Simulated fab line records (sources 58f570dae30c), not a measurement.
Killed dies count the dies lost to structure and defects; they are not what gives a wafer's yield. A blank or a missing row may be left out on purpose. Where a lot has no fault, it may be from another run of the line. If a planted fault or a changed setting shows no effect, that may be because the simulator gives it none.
Split-lot experiment | flow berkeley-cmos170 | 23 wafers read across 5 lots, on a route 331 steps long

== THE SPLIT ITSELF ==
At UCB170_NVT_COAT_01 (resist thk 900 nm), the setting resist-thk-nm was moved away from the recipe's 900 nm on 11 of the 23 wafers read, by -2.3% to +4.0%. All remaining wafers had this setting at the recipe value.

The split's own step is where the reading is taken.

== THE READING ==
KrF_of_NVT_COAT_01.thk-nm (the simulator's own value, which no gauge read), in nm, at UCB170_NVT_COAT_01 (resist thk 900 nm). The file does not state a usual value for it. The 12 wafers here that ran the recipe average 899.2 nm, standard deviation 1.2 nm.

wafer  | tool, chamber at the split | resist-thk-nm as run, nm | against the recipe | KrF_of_NVT_COAT_01.thk-nm, nm | against lot-mates on the recipe
L078.1 | litho-track-02, 0          | 900                      | recipe             | 899.5                         | -
L078.2 | litho-track-02, 0          | 900                      | recipe             | 898.2                         | -
L078.3 | litho-track-02, 0          | 879.5                    | -2.3%              | 880.2                         | -19.2
L078.5 | litho-track-02, 0          | 879.5                    | -2.3%              | 879.1                         | -20.3
L078.6 | litho-track-02, 0          | 900                      | recipe             | 900.4                         | -
L077.1 | litho-track-04, 0          | 900                      | recipe             | 898.9                         | -
L077.2 | litho-track-04, 0          | 900                      | recipe             | 897.5                         | -
L077.3 | litho-track-04, 0          | 900                      | recipe             | 900.3                         | -
L079.1 | litho-track-02, 0          | 935.7                    | +4.0%              | 933                           | +34.4
L079.3 | litho-track-02, 0          | 900                      | recipe             | 898.1                         | -
L079.4 | litho-track-02, 0          | 900                      | recipe             | 899.1                         | -
L079.5 | litho-track-02, 0          | 935.7                    | +4.0%              | 931.3                         | +32.7
L079.6 | litho-track-02, 0          | 935.7                    | +4.0%              | 930.1                         | +31.5
L080.1 | litho-track-04, 0          | 916.1                    | +1.8%              | 916.7                         | +17.0
L080.2 | litho-track-04, 0          | 916.1                    | +1.8%              | 916.1                         | +16.4
L080.4 | litho-track-04, 0          | 900                      | recipe             | 898.1                         | -
L080.5 | litho-track-04, 0          | 900                      | recipe             | 901.3                         | -
L080.6 | litho-track-04, 0          | 916.1                    | +1.8%              | 915.6                         | +15.9
L081.1 | litho-track-01, 0          | 881.4                    | -2.1%              | 879.4                         | -20.4
L081.2 | litho-track-01, 0          | 900                      | recipe             | 898.4                         | -
L081.3 | litho-track-01, 0          | 881.4                    | -2.1%              | 878.3                         | -21.5
L081.5 | litho-track-01, 0          | 900                      | recipe             | 901.2                         | -
L081.6 | litho-track-01, 0          | 881.4                    | -2.1%              | 880.5                         | -19.3

THE FIT
A straight line over all 23 wafers: KrF_of_NVT_COAT_01.thk-nm changes by +8.61 nm for each +1% of resist-thk-nm; r = +1.00; the points scatter about the line by 1.6 nm.
The same after taking each lot's own level away (the mean of its wafers on the recipe; 23 wafers): +8.73 nm for each +1%; r = +1.00; scatter 1.5 nm.
According to that fit, moving resist-thk-nm by its largest amount changes the reading by 35 nm.
The span of the lots' own levels, 898.60 to 899.80 nm, comes to 1.0 times the standard deviation stated above.
Hence the lot-to-lot level has little effect on the slope; both slopes agree.
Check: for one of the wafers moved furthest among these (+4.0%), held out of the fit, the line's prediction against its lot-mates is +34.2 nm. Against them it came out at +34.4 nm.

== THESE WAFERS: OTHER SPLITS ==
Before the reading, these wafers also passed through other splits. Each is held against what the fit with the lots' levels taken away leaves over:
other split on the same wafers      | wafers away from the commonest value | r with KrF_of_NVT_COAT_01.thk-nm (lot level and that fit taken away)
UCB170_FIELD_OXIDATION_01 ox-time-s | 18                                   | -0.27
UCB170_FIELD_WET_ETCH_06 time-s     | 18                                   | -0.15

== THE WHOLE CHAIN: every reading that the file lists as answering this split, in the file's order ==
step                | what it does      | reading                                                                    | change (the file's fit)              | r (the file's)
UCB170_NVT_COAT_01  | resist thk 900 nm | KrF_of_NVT_COAT_01.thk-nm (the simulator's own value, which no gauge read) | +8.69 nm for each +1% of the setting | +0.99
UCB170_NVT_STRIP_08 | strips in O2      | strip-time-to-endpoint-s                                                   | withheld for each +1% of the setting | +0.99

== FILE'S OWN FIT ==
KrF_of_NVT_COAT_01.thk-nm changes by +8.69 nm for each +1% of resist-thk-nm, r = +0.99.
